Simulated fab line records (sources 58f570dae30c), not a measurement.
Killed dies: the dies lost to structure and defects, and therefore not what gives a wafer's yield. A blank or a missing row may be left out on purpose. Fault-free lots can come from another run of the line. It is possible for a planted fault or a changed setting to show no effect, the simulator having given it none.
Which of the tools did it? -- flow berkeley_cmos170 -- 14 lots with 42 wafers sampled at 5 steps, on a route of 331 steps

== WHAT THE GAUGES READ, wafer by wafer ==
UCB170_ACTIVE_CD_MEAS_90: the cd target is 1200 nm. Usual: cd_nm 1200.4 nm, standard deviation 1.3.
lot,measured,on,cd_nm (nm),flag
L677,day 4 18:47,cd_sem-02,1199.9 1200.4 1200.5,
L679,day 5 07:30,cd_sem-01,1199.7 1201.3 1200.9,
L681,day 5 19:10,cd_sem-01,1200.6 1201.0 1201.2,
L680,day 5 19:42,cd_sem-01,1201.9 1198.9 1201.0,
L682,day 6 05:05,cd_sem-01,1200.0 1201.0 1200.4,
L683,day 6 13:11,cd_sem-02,1198.6 1198.5 1198.2,
L684,day 6 13:15,cd_sem-01,1197.8 1197.8 1197.7,
L686,day 6 21:14,cd_sem-01,1199.2 1199.9 1199.5,
L687,day 7 06:23,cd_sem-02,1201.5 1201.0 1200.9,
L689,day 7 05:53,cd_sem-02,1199.5 1198.2 1200.3,
L691,day 7 19:35,cd_sem-01,1199.4 1199.0 1200.4,
L695,day 8 11:32,cd_sem-02,1201.2 1201.5 1202.8,
L697,day 8 21:52,cd_sem-02,1198.2 1201.0 1199.5,
L700,day 9 16:55,cd_sem-02,1201.0 1200.2 1202.1,

UCB170_FIELD_THK_MEAS_90. Usual: for FIELD_OXIDE_LEFT_1_THK the level is 449 nm and the standard deviation is 11.
lot,measured,on,FIELD_OXIDE_LEFT_1_THK (nm),flag
L677,day 5 12:07,film_metro-01,447 445 438,
L679,day 6 01:05,film_metro-04,445 438 441,
L681,day 6 13:35,film_metro-01,447 445 441,
L680,day 6 13:34,film_metro-04,444 440 441,
L682,day 7 02:38,film_metro-01,439 442 452,
L683,day 7 10:17,film_metro-01,456 463 455,
L684,day 7 10:17,film_metro-02,460 450 449,
L686,day 7 14:40,film_metro-02,470 477 475,
L687,day 8 01:22,film_metro-01,435 434,
L689,day 8 01:18,film_metro-01,459 467,
L691,day 8 13:10,film_metro-02,448 449 445,
L695,day 9 07:52,film_metro-01,448 446 446,
L697,day 9 18:56,film_metro-04,431 431 435,
L700,day 10 11:35,film_metro-01,434 447 435,

== WHICH TOOL RAN EACH LOT (tool, then ch and the chambers of the sampled wafers, then the start) ==
lot,UCB170_PWELL_STRIP_16,UCB170_ACTIVE_ETCH_15,UCB170_ACTIVE_STRIP_16
L677,"plasma_asher-02 ch 0,1, day 3 01:59","rie_diel-04 ch 2,3, day 4 18:13","plasma_asher-03 ch 1, day 4 18:19"
L679,"plasma_asher-01 ch 0,1, day 4 00:04","rie_diel-03 ch 1,2, day 5 07:17","plasma_asher-04 ch 0,1, day 5 07:23"
L681,"plasma_asher-04 ch 0,1, day 4 07:13","rie_diel-01 ch 1,2,3, day 5 18:55","plasma_asher-04 ch 0,1, day 5 19:01"
L680,"plasma_asher-02 ch 0,1, day 4 07:19","rie_diel-04 ch 2,3, day 5 19:30","plasma_asher-02 ch 0,1, day 5 19:36"
L682,"plasma_asher-04 ch 0,1, day 4 15:50","rie_diel-01 ch 0,1,2, day 6 04:53","plasma_asher-02 ch 0,1, day 6 04:59"
L683,"plasma_asher-02 ch 0,1, day 5 01:23","rie_diel-04 ch 1,2,3, day 6 12:59","plasma_asher-03 ch 0,1, day 6 13:05"
L684,"plasma_asher-04 ch 0,1, day 5 01:40","rie_diel-03 ch 1,3, day 6 13:01","plasma_asher-04 ch 0,1, day 6 13:07"
L686,"plasma_asher-04 ch 0,1, day 5 09:26","rie_diel-03 ch 0,2, day 6 21:02","plasma_asher-03 ch 0,1, day 6 21:08"
L687,"plasma_asher-04 ch 0,1, day 5 19:07","rie_diel-03 ch 0,1,3, day 7 06:11","plasma_asher-02 ch 0,1, day 7 06:17"
L689,"plasma_asher-02 ch 0,1, day 5 19:21","rie_diel-03 ch 0,2,3, day 7 05:38","plasma_asher-02 ch 0,1, day 7 05:44"
L691,"plasma_asher-02 ch 0,1, day 6 12:44","rie_diel-04 ch 0,1,2, day 7 19:15","plasma_asher-03 ch 0,1, day 7 19:21"
L695,"plasma_asher-04 ch 0,1, day 7 00:37","rie_diel-04 ch 2,3, day 8 11:20","plasma_asher-03 ch 0,1, day 8 11:26"
L697,"plasma_asher-04 ch 0,1, day 7 12:28","rie_diel-04 ch 0,2, day 8 21:40","plasma_asher-03 ch 0,1, day 8 21:46"
L700,"plasma_asher-01 ch 0,1, day 8 03:09","rie_diel-04 ch 0,2, day 9 16:41","plasma_asher-02 ch 0,1, day 9 16:47"
- UCB170_PWELL_STRIP_16: strips in O2.
- UCB170_ACTIVE_ETCH_15: etches Si3N4 in CH3F/Ar/O2, stops on SiO2, target depth 242 nm, time 151 s.
- UCB170_ACTIVE_STRIP_16: strips in O2.

== WHAT THE TOOLS THEMSELVES READ (means of the sampled wafers that have a number; where no wafer has one, the mark that the record gives instead) ==
UCB170_PWELL_STRIP_16. Usual: chamber_pressure_mTorr 3500 mTorr, standard deviation 3.3; drypump_motor_current_A 5.56 A, standard deviation 0.27; oes_product_au 0.720 a.u., standard deviation 0.0045; strip_time_to_endpoint_s 18.08 s, standard deviation 0.11.
lot,tool,chamber_pressure_mTorr (mTorr),drypump_motor_current_A (A),oes_product_au (a.u.),strip_time_to_endpoint_s (s),flag
L677,plasma_asher-02,3500,5.66,0.724,18.08,
L679,plasma_asher-01,3499,5.42,0.716,18.08,
L681,plasma_asher-04,3502,5.57,0.720,17.99,
L680,plasma_asher-02,3499,5.40,0.723,18.06,
L682,plasma_asher-04,3503,5.59,0.721,18.18,
L683,plasma_asher-02,3501,5.65,0.718,18.12,
L684,plasma_asher-04,3501,5.58,0.719,18.10,
L686,plasma_asher-04,3504,5.59,0.717,17.94,
L687,plasma_asher-04,3501,5.71,0.719,17.94,
L689,plasma_asher-02,3504,5.67,0.718,18.17,
L691,plasma_asher-02,3501,5.64,0.727,18.15,
L695,plasma_asher-04,3500,5.59,0.720,18.18,
L697,plasma_asher-04,3502,5.71,0.722,18.05,
L700,plasma_asher-01,3502,5.41,0.718,18.13,

UCB170_ACTIVE_ETCH_15. Usual: chamber_pressure_mTorr 50.00 mTorr, standard deviation 0.047; drypump_motor_current_A 5.7 A, standard deviation 0.41; oes_product_au 0.948 a.u., standard deviation 0.018; throttle_valve_pct 8.09 %, standard deviation 0.11.
lot,tool,chamber_pressure_mTorr (mTorr),drypump_motor_current_A (A),oes_product_au (a.u.),throttle_valve_pct (%),flag
L677,rie_diel-04,49.92,5.9,0.973,8.03,
L679,rie_diel-03,49.96,5.4,0.956,8.23,
L681,rie_diel-01,50.03,5.7,0.955,7.93,
L680,rie_diel-04,50.02,5.9,0.966,8.04,
L682,rie_diel-01,50.01,5.5,0.929,8.03,
L683,rie_diel-04,49.96,5.7,0.958,8.09,
L684,rie_diel-03,49.99,5.6,0.939,8.07,
L686,rie_diel-03,50.01,6.1,0.946,8.19,
L687,rie_diel-03,50.02,5.8,0.947,8.13,
L689,rie_diel-03,50.02,6.1,0.942,8.12,
L691,rie_diel-04,49.99,5.5,0.955,8.11,
L695,rie_diel-04,49.99,5.9,0.954,8.03,
L697,rie_diel-04,50.05,5.6,0.960,8.04,
L700,rie_diel-04,49.99,5.6,0.953,8.04,

UCB170_ACTIVE_STRIP_16. Usual: chamber_pressure_mTorr 3500 mTorr, standard deviation 3.4; drypump_motor_current_A 5.51 A, standard deviation 0.27; oes_product_au 0.721 a.u., standard deviation 0.0044; strip_time_to_endpoint_s 18.22 s, standard deviation 0.095.
lot,tool,chamber_pressure_mTorr (mTorr),drypump_motor_current_A (A),oes_product_au (a.u.),strip_time_to_endpoint_s (s),flag
L677,plasma_asher-03,3499,5.34,0.718,18.13,
L679,plasma_asher-04,3499,5.71,0.720,18.19,
L681,plasma_asher-04,3498,5.59,0.722,18.28,
L680,plasma_asher-02,3503,5.39,0.722,18.26,
L682,plasma_asher-02,3502,5.66,0.717,18.31,
L683,plasma_asher-03,3500,5.45,0.716,18.25,
L684,plasma_asher-04,3498,5.57,0.721,18.18,
L686,plasma_asher-03,3495,5.43,0.725,18.24,
L687,plasma_asher-02,3500,5.65,0.721,17.40,OFF
L689,plasma_asher-02,3500,5.40,0.722,17.17,OFF
L691,plasma_asher-03,3501,5.44,0.720,18.06,
L695,plasma_asher-03,3499,5.40,0.721,18.09,
L697,plasma_asher-03,3498,5.41,0.724,18.30,
L700,plasma_asher-02,3502,5.40,0.721,18.22,

== THE ANSWER, worked out from the rows above alone ==
Rule: a lot counts as off when the mean over its wafers that have a number is more than 3 standard deviations away from the usual mean. Also off: a lot with no number at a reading for which 4 or more lots have one. All remaining lots with rows at the step are treated as sound. The gauges are gone through in route order, then the tools' own readings, and for those a lot's mean is taken as printed above. The first step at which some lot is off is used, and at that step the reading that is off furthest; a lot without a number counts as furthest.
Off, at UCB170_ACTIVE_STRIP_16 on strip_time_to_endpoint_s: L687, L689.
If a tool, at that step or one of the process steps before it, ran each lot that is off and ran no sound lot following the first of them, it fits. One candidate fits, namely rie_diel-03 at UCB170_ACTIVE_ETCH_15. A fault onset in the window from L686 (day 6 21:02, its last sound lot) to L689 (day 7 05:38, its first lot off) fits.

== WHAT THE SIMULATOR PUT IN ==
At UCB170_ACTIVE_ETCH_15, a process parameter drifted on rie_diel-03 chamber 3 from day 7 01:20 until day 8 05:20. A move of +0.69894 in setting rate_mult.
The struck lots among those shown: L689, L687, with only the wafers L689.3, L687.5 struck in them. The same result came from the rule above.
